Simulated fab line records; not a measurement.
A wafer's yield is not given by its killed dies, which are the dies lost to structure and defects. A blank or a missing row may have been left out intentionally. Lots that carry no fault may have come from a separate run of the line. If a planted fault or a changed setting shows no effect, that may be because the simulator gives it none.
Code-filled problem report in 8D (eight disciplines) form :: flow ritCmos :: the parts of the form that need people (team, actions taken, sign-off) are left out

## 1. WHAT IS WRONG
Mean of runLengthS at RIT_ACTIVE_ETCH_13: 216.1 s across 4 wafers in 3 lots; on wafers with no fault it is 238.3 s (standard deviation 0.53). Relative to the usual mean, that is a shift of -42 standard deviations.
The step: etches Si3N4 in SF6, stops on SiO2, time 210 s, target depth 210 nm.
The first sign was on wafer L672.3 at day 4 02:43, on rieDiel-03. The record has a number at this step for 21 wafers belonging to 7 lots. Rule for "out", or "out of limits": more than 4 standard deviations from the usual mean. Any other wafer with a number is counted as sound.

## 2. WHAT IT IS AND WHAT IT IS NOT
question: which readings at this step
is: runLengthS, oesProductAu
is not: drypumpMotorCurrentA, throttleValvePct

question: which lots
is: L672, L676, L677
is not: L662, L666, L679, L682

question: which wafers of those lots
is: L672.3, L676.1, L676.5, L677.2
is not: L672.2, L672.5, L676.2, L677.1, L677.4

question: read on which tools
is: rieDiel-03
is not: rieDiel-01, rieDiel-02

question: when
is: from day 4 02:43
is not: up to then (8 sound wafers); but 9 sound wafers of L676, L677, L679, L682 came after

## 3. SUSPECTS, AND WHAT RULES EACH OUT
Counting: any tool at a process step up to the reading remains a suspect provided it ran every lot that is out. Sound lots after the first of them don't rule it out here, since some wafers of a struck lot are sound.
- rieDiel-03 at RIT_ACTIVE_ETCH_13 (etches Si3N4 in SF6, stops on SiO2, time 210 s, target depth 210 nm): kept. It ran every lot that is out, first L672 (day 4 02:43); its last sound lot up to then is L666 (day 2 20:44). Its own readings are out on those wafers: oesProductAu, runLengthS.
- In rieDiel-03 at RIT_ACTIVE_ETCH_13, the wafers that are out were processed in chamber 1 and their sound lot-mates in chambers 0, 2, 3.
The count leaves rieDiel-03 at RIT_ACTIVE_ETCH_13.

## 4. THE CAUSE (what the simulator had put in)
rieDiel-03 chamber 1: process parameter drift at RIT_ACTIVE_ETCH_13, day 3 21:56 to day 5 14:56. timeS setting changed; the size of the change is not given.
The count eliminated every tool but this one.

## 5. SEQUENCE OF EFFECTS, ordered by route
Each row: a reading whose mean over the struck wafers that have a number lies more than 3 standard deviations from the usual. Readings are gone through only where the record gives a usual standard deviation; hours: the median, over the lots, of the time from a lot's start at the first step in this table giving one to that lot's start at this step; sigmas: the change measured in usual standard deviations.
hours: 0
step: RIT_ACTIVE_ETCH_13
reading: oesProductAu
usual: 0.824 a.u.
on struck wafers: 0.944
change: +0.120
sigmas: +10

hours: 0
step: RIT_ACTIVE_ETCH_13
reading: runLengthS
usual: 238.3 s
on struck wafers: 216.1
change: -22.2
sigmas: -42
Process steps it contains:
- RIT_ACTIVE_ETCH_13: etches Si3N4 in SF6, stops on SiO2, time 210 s, target depth 210 nm.

## 6. HOW IT WOULD HAVE BEEN CAUGHT EARLIER
In this record the first reading out of limits was taken at day 4 02:43, 5 hours after the fault began at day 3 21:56.
